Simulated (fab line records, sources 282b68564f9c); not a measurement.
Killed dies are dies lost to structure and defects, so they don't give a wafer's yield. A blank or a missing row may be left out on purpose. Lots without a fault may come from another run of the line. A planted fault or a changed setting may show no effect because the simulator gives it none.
fab line records | flow rit_cmos
record lots=6 wafers=18 last_day=7
route steps=202 shown PSD@150 SDANNEAL@153 NSD@158 PLDD@159 NLDD@160 SILICIDE@161 M1@202
lots that met no fault: from a run of the same line without faults
start_h: hours from the record's first day to the start of the lot's first wafer shown | wait_h: hours since the lot's step before | " the same as in the row above | L1.1+2: a row that stands for several wafers | - no value, or no start given | * or withheld: withheld | < > ~ a bound
route shown NAME@n: a module of which the file shows steps, and the number in the route of the first | usual: mean/standard deviation of fault-free wafers | same: alike in all rows | chamber/n: place in a boat | sites: the reading at each site | _std_site: their standard deviation | _edge_site: outer sites' mean less inner sites' | radius_mm: how far each site lies from the wafer's centre | mask NAME#n: copy n | behind: the tool/chamber that last shaped the wafer | hold: why the lot was held/for how many hours/how that ended | device: the transistor (n, p or np) that didn't switch | end of line: the same wafers' tests at the end of the route | a step without rows: its recipe alone | killed: dies lost to structure and defects at the first sort, not the wafer's yield | map: a wafer's dies, x killed, . not, _ none there
set.NAME: the setting as run; set.NAME@STEP: as run at that earlier step | model.NAME: the simulator's own value behind a step, which no gauge read
lots at some steps of the route; a table a step, a row a wafer
services: from which hour (start_h, from the record's first day; less than 0 if before it) a tool's chamber was out of use, for how many hours, and why
## steps
# step RIT_PSD_IMPLANT_08
# recipe species=BF2 energy_kev=27 dose_cm2=5e+15 tilt_deg=7
# step RIT_PSD_STRIP_09
# recipe chemistry=O2 time_s=180 resist=NOVOLAK platen_temp_c=withheld power_w=500 pressure_mtorr=4000 o2_flow_sccm=4000
# usual drypump_motor_current_A=5.4/0.42
# columns lot.wafer tool chamber start_h wait_h drypump_motor_current_A rf_hours_counter_h
L907.2 plasma_asher-04 1 98.82 0.1 6.1 45
L907.3 " 0 " " 5.3 -
L907.5 " 1 " " 6.1 -
L909.2 plasma_asher-04 0 107.98 0.1 5.3 46
L909.3 " 0 " " 5.3 -
L909.6 " 0 " " 5.3 -
L910.1 plasma_asher-04 0 110.44 0.1 5.3 46
L910.3 " 0 " " 5.3 -
L910.6 " 1 " " 6.1 -
L915.3 plasma_asher-01 1 135.83 0.1 4.8 -
L915.4 " 0 " " 5.8 -
L915.5 " 0 " " 5.8 -
L916.2 plasma_asher-04 1 143.39 0.1 6.1 50
L916.4 " 1 " " 6.1 -
L916.5 " 1 " " 6.1 -
L920.1 plasma_asher-02 0 160.23 0.1 5.3 39
L920.3 " 0 " " 5.3 -
L920.6 " 0 " " 5.3 -
# step RIT_PSD_TW_MEAS_10
# usual PSD_TW=3428/15
# columns lot.wafer tool chamber start_h wait_h PSD_TW
L907.2 film_metro-01 - 99.00 0.1 3410
L907.3 " - " " 3415
L907.5 " - " " 3424
L909.2 film_metro-02 - 108.17 0.1 3404
L909.3 " - " " 3425
L909.6 " - " " 3437
L910.1 film_metro-01 - 110.61 0.1 3407
L910.3 " - " " 3413
L910.6 " - " " 3416
L915.3 film_metro-03 - 135.97 0.1 3420
L915.4 " - " " 3419
L915.5 " - " " 3401
L916.2 film_metro-01 - 143.57 0.1 3439
L916.4 " - " " 3423
L916.5 " - " " 3437
L920.1 film_metro-01 - 160.41 0.1 3406
L920.3 " - " " 3408
L920.6 " - " " 3419
# step RIT_SDANNEAL_CLEAN_00
# recipe chemistry=SC1 mix=3:3:50 time_s=600 temp_c=75
# step RIT_SDANNEAL_CLEAN_01
# recipe chemistry=dHF dilution=50:1 time_s=30
# step RIT_SDANNEAL_CLEAN_02
# recipe chemistry=SC2 mix=3:3:50 time_s=600 temp_c=75 dry=n2_spin
# step RIT_SDANNEAL_RTA_03
# recipe temp_c=1050 time_s=5 idle_temp_c=600 ramp_up_c_per_s=342 ramp_down_c_per_s=171 cool_to_c=600 ambient=N2
# usual anneal_temp_c_max=1054.6/0.83 wafer_temp_C_max=1053.5/1.1
# columns lot.wafer tool chamber start_h wait_h anneal_temp_c_max wafer_temp_C_max
L907.2 rtp_anneal-01 0 99.43 0.0 1056.6 1055.2
L907.3 " 0 " " 1054.3 1053.8
L907.5 " 0 " " 1054.7 1052.4
L909.2 rtp_anneal-01 0 108.62 0.0 1054.1 1053.8
L909.3 " 0 " " 1055.8 1053.8
L909.6 " 0 " " 1054.4 1052.8
L910.1 rtp_anneal-02 0 111.06 0.0 1054.3 1051.9
L910.3 " 0 " " 1055.6 1054.8
L910.6 " 0 " " 1054.3 1053.3
L915.3 rtp_anneal-01 0 136.43 0.0 1054.6 1056.2
L915.4 " 0 " " 1054.4 1053.9
L915.5 " 0 " " 1056.2 1053.5
L916.2 rtp_anneal-02 0 144.02 0.0 1055.5 1052.7
L916.4 " 0 " " 1054.6 1052.7
L916.5 " 0 " " 1055.0 1053.4
L920.1 rtp_anneal-02 0 160.83 0.0 1055.1 1053.8
L920.3 " 0 " " 1053.6 1054.6
L920.6 " 0 " " 1054.8 1053.7
# step RIT_SDANNEAL_RS_MEAS_04
# recipe thk_meas_gauge=four-point-probe
# usual PSD_RS=115.79/0.26
# columns lot.wafer tool chamber start_h wait_h PSD_RS[ohm/sq]
L907.2 film_metro-03 - 99.50 0.1 115.55
L907.3 " - " " 115.69
L907.5 " - " " 115.81
L909.2 film_metro-02 - 108.69 0.1 115.45
L909.3 " - " " 115.88
L909.6 " - " " 115.44
L910.1 film_metro-02 - 111.11 0.0 115.85
L910.3 " - " " 115.63
L910.6 " - " " 115.91
L915.3 film_metro-03 - 136.51 0.1 115.88
L915.4 " - " " 115.90
L915.5 " - " " 116.33
L916.2 film_metro-03 - 144.08 0.1 115.47
L916.4 " - " " 115.22
L916.5 " - " " 115.32
L920.1 film_metro-02 - 160.89 0.0 115.37
L920.3 " - " " 115.89
L920.6 " - " " 115.86
# step RIT_SDANNEAL_RS_MEAS_05
# recipe thk_meas_gauge=four-point-probe
# usual NSD_RS=84.50/0.28
# columns lot.wafer tool chamber start_h wait_h NSD_RS[ohm/sq]
L907.2 film_metro-03 - 99.62 0.1 84.39
L907.3 " - " " 84.47
L907.5 " - " " 84.59
L909.2 film_metro-02 - 108.81 0.1 84.37
L909.3 " - " " 84.72
L909.6 " - " " 84.63
L910.1 film_metro-02 - 111.23 0.1 84.50
L910.3 " - " " 84.27
L910.6 " - " " 84.34
L915.3 film_metro-03 - 136.63 0.1 84.57
L915.4 " - " " 84.10
L915.5 " - " " 84.60
L916.2 film_metro-03 - 144.20 0.1 84.71
L916.4 " - " " 84.67
L916.5 " - " " 84.49
L920.1 film_metro-02 - 161.01 0.1 84.25
L920.3 " - " " 84.29
L920.6 " - " " 84.02
# step RIT_SDANNEAL_RS_MEAS_06
# recipe thk_meas_gauge=four-point-probe
# usual PLDD_RS=178.5/0.51
# columns lot.wafer tool chamber start_h wait_h PLDD_RS[ohm/sq]
L907.2 film_metro-03 - 99.74 0.1 177.9
L907.3 " - " " 177.9
L907.5 " - " " 177.8
L909.2 film_metro-02 - 108.93 0.1 178.7
L909.3 " - " " 178.5
L909.6 " - " " 178.6
L910.1 film_metro-02 - 111.35 0.1 178.7
L910.3 " - " " 178.3
L910.6 " - " " 178.6
L915.3 film_metro-03 - 136.75 0.1 177.6
L915.4 " - " " 177.8
L915.5 " - " " 178.8
L916.2 film_metro-03 - 144.32 0.1 178.4
L916.4 " - " " 178.2
L916.5 " - " " 178.5
L920.1 film_metro-02 - 161.13 0.1 178.3
L920.3 " - " " 179.0
L920.6 " - " " 178.1
# step RIT_SDANNEAL_RS_MEAS_07
# recipe thk_meas_gauge=four-point-probe
# usual NLDD_RS=151.5/0.64
# columns lot.wafer tool chamber start_h wait_h NLDD_RS[ohm/sq]
L907.2 film_metro-03 - 99.86 0.1 151.0
L907.3 " - " " 152.0
L907.5 " - " " 151.9
L909.2 film_metro-02 - 109.05 0.1 150.3
L909.3 " - " " 151.1
L909.6 " - " " 150.7
L910.1 film_metro-02 - 111.47 0.1 151.9
L910.3 " - " " 151.9
L910.6 " - " " 152.2
L915.3 film_metro-03 - 136.87 0.1 151.7
L915.4 " - " " 151.7
L915.5 " - " " 151.9
L916.2 film_metro-03 - 144.44 0.1 152.1
L916.4 " - " " 152.0
L916.5 " - " " 152.0
L920.1 film_metro-02 - 161.25 0.1 151.1
L920.3 " - " " 151.1
L920.6 " - " " 151.3
# step RIT_SILICIDE_WET_ETCH_00
# recipe chemistry=BOE target=SiO2 target_depth_nm=14 time_s=15 dry=n2_spin dilution=10:1 temp_c=21.5
# step RIT_SILICIDE_SPUTTER_01
# recipe material=Ti target_thk_nm=30 power_w=350 chamber_pressure_pa=0.667 gas=Ar time_s=240 substrate_temp_c=25
# usual throttle_valve_pct=30.4/0.88
# columns lot.wafer tool chamber start_h wait_h throttle_valve_pct
L907.2 pvd_sputter-04 - 99.97 0.0 31.6
L907.3 " - " " 30.7
L907.5 " - " " 31.3
L909.2 pvd_sputter-04 - 109.17 0.0 29.9
L909.3 " - " " 31.4
L909.6 " - " " 31.0
L910.1 pvd_sputter-01 - 111.62 0.0 30.8
L910.3 " - " " 29.9
L910.6 " - " " 30.5
L915.3 pvd_sputter-04 - 136.96 0.0 30.4
L915.4 " - " " 31.3
L915.5 " - " " 29.8
L915.3 pvd_sputter-04 - 137.27 0.2 30.8
L915.4 " - " " 31.4
L915.5 " - " " 29.9
L916.2 pvd_sputter-02 - 144.56 0.0 30.7
L916.4 " - " " 28.7
L916.5 " - " " 28.6
L916.2 pvd_sputter-02 - 144.87 0.2 30.9
L916.4 " - " " 28.8
L916.5 " - " " 28.9
L920.1 pvd_sputter-02 - 161.38 0.0 29.6
L920.3 " - " " 29.6
L920.6 " - " " 30.8
# step RIT_SILICIDE_RS_MEAS_02
# recipe thk_meas_gauge=four-point-probe reads=Ti_of_SILICIDE_SPUTTER_01
# usual SILICIDE_TI_RS=48.2/0.64
# columns lot.wafer tool chamber start_h wait_h SILICIDE_TI_RS[ohm/sq]
L907.2 film_metro-03 - 100.14 0.1 48.0
L907.3 " - " " 48.1
L907.5 " - " " 47.9
L909.2 film_metro-02 - 109.34 0.1 49.8
L909.3 " - " " 48.4
L909.6 " - " " 48.9
L910.1 film_metro-04 - 111.77 0.1 47.2
L910.3 " - " " 47.6
L910.6 " - " " 48.2
L915.3 film_metro-04 - 137.46 0.1 20.7
L915.4 " - " " 20.5
L915.5 " - " " 21.2
L916.2 film_metro-04 - 145.04 0.1 20.5
L916.4 " - " " 20.5
L916.5 " - " " 20.4
L920.1 film_metro-03 - 161.53 0.1 47.2
L920.3 " - " " 47.8
L920.6 " - " " 47.7
# step RIT_SILICIDE_THK_MEAS_03
# recipe thk_meas_gauge=xrf reads=Ti_of_SILICIDE_SPUTTER_01
# usual SILICIDE_TI_THK=29.7/0.32
# columns lot.wafer tool chamber start_h wait_h SILICIDE_TI_THK[nm]
L907.2 film_metro-03 - 100.25 0.1 29.9
L907.3 " - " " 29.8
L907.5 " - " " 29.9
L909.2 film_metro-02 - 109.45 0.1 29.1
L909.3 " - " " 29.9
L909.6 " - " " 29.6
L910.1 film_metro-04 - 111.89 0.1 30.2
L910.3 " - " " 30.1
L910.6 " - " " 29.7
L915.3 film_metro-04 - 137.56 0.1 59.0
L915.4 " - " " 59.5
L915.5 " - " " 57.9
L916.2 film_metro-04 - 145.15 0.1 59.8
L916.4 " - " " 60.1
L916.5 " - " " 59.9
L920.1 film_metro-03 - 161.65 0.1 30.1
L920.3 " - " " 29.8
L920.6 " - " " 29.8
# step RIT_SILICIDE_RTA_04
# recipe temp_c=650 time_s=10 idle_temp_c=25 ramp_up_s=5 ramp_down_s=5 cool_to_c=25 ambient=N2
# usual anneal_temp_c_max=652.9/0.5 wafer_temp_C_max=652.8/0.77
# columns lot.wafer tool chamber start_h wait_h anneal_temp_c_max wafer_temp_C_max
L907.2 rtp_anneal-02 0 100.31 0.1 652.5 652.0
L907.3 " 0 " " 652.7 653.0
L907.5 " 0 " " 652.6 652.3
L909.2 rtp_anneal-02 0 109.51 0.1 652.2 651.5
L909.3 " 0 " " 652.0 651.7
L909.6 " 0 " " 652.8 652.6
L910.1 rtp_anneal-01 0 111.95 0.1 652.7 653.1
L910.3 " 0 " " 653.3 653.3
L910.6 " 0 " " 652.2 652.8
L915.3 rtp_anneal-02 0 137.63 0.1 653.0 651.9
L915.4 " 0 " " 653.3 652.1
L915.5 " 0 " " 653.0 652.2
L916.2 rtp_anneal-01 0 145.21 0.1 653.1 652.9
L916.4 " 0 " " 652.5 654.0
L916.5 " 0 " " 652.7 653.3
L920.1 rtp_anneal-01 0 161.71 0.1 652.8 654.3
L920.3 " 0 " " 653.4 653.5
L920.6 " 0 " " 652.8 653.5
# step RIT_M1_PROBE_99
# usual killed_at_contacts=0.1/0.3 killed_at_front_end=7/3.3 killed_dies=7/3.3 killed_on_rim=2.2/1.4 killed_open=3.8/2.3 killed_short=3.5/2.1
# same gross_dies=264 killed_at_M0_to_M3=0 killed_at_M4_up=0 killed_at_back_side=0 killed_at_other=0
# columns lot.wafer tool chamber start_h wait_h killed_at_contacts killed_at_front_end killed_dies killed_on_rim killed_open killed_short
L910.1 prober-01 - 119.02 0.1 0 5 5 2 5 0
L910.3 prober-01 - 119.12 0.2 0 11 11 5 4 7
L910.6 prober-01 - 119.27 0.2 0 14 14 3 9 5
L915.3 prober-02 - 144.13 0.2 0 6 6 4 1 5
L915.4 prober-02 - 144.18 0.2 0 9 9 2 6 3
L915.5 prober-02 - 144.23 0.2 0 7 7 0 3 4
# killed by level:class
L910.1 GATE:geometric_particle:open=2 SPACER:geometric_particle:open=2 FOX2:geometric_particle:open=1
L910.3 FOX2:geometric_particle:short=4 GATE:geometric_particle:open=3 REOX:geometric_particle:short=2 FOX2:geometric_particle:open=1 SILICIDE:geometric_particle:short=1
L910.6 FOX1:geometric_particle:open=3 FOX2:geometric_particle:open=2 GATE:geometric_particle:short=2 GATE:geometric_particle:open=2 REOX:geometric_particle:short=2 SPACER:geometric_particle:open=2 FOX2:geometric_particle:short=1
L915.3 GATE:geometric_particle:short=3 FOX2:geometric_particle:short=1 REOX:geometric_particle:open=1 REOX:geometric_particle:short=1
L915.4 GATE:geometric_particle:open=2 SPACER:geometric_particle:open=2 FOX2:geometric_particle:open=1 FOX2:geometric_particle:short=1 REOX:geometric_particle:short=1 SPACER:geometric_particle:short=1 SILICIDE:geometric_particle:open=1
L915.5 GATE:geometric_particle:open=2 FOX2:geometric_particle:short=1 GATE:geometric_particle:short=1 REOX:geometric_particle:short=1 SILICIDE:geometric_particle:short=1 SILICIDE:geometric_particle:open=1
## services
# columns tool chamber start_h hours kind
pvd_sputter-01 - 121.86 6.6 repair
pvd_sputter-04 - 130.94 1.7 repair
plasma_asher-04 - 136.28 2.8 pm
pvd_sputter-01 - 137.30 0.7 repair
pvd_sputter-04 - 141.92 0.7 repair
plasma_asher-02 - 153.39 1.0 repair
## key
first_sign step=RIT_SILICIDE_SPUTTER_01 reading=visit direction=added
effect step=RIT_SILICIDE_RS_MEAS_02 reading=SILICIDE_TI_RS direction=down sigmas=43 usual=48.2 struck=20.6
effect step=RIT_SILICIDE_THK_MEAS_03 reading=SILICIDE_TI_THK direction=up sigmas=93 usual=29.7 struck=59.4
met_at RIT_SILICIDE_SPUTTER_01
struck_wafers L915.3,L915.4,L915.5,L916.2,L916.4,L916.5
tester_left_out L915,L916
fault kind=repeated_step_whole tool=pvd_sputter-01,pvd_sputter-02,pvd_sputter-04 chamber=- onset_h=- steps=RIT_SILICIDE_SPUTTER_01 times=1 scope=struck_lots_only
# tester_left_out: of these lots the tester's yield and bins aren't shown, on N5 and GAA mostly nor the transistor test; their killed dies are dies lost to structure and defects alone, not to doping, threshold or leakage, so they don't give the yield
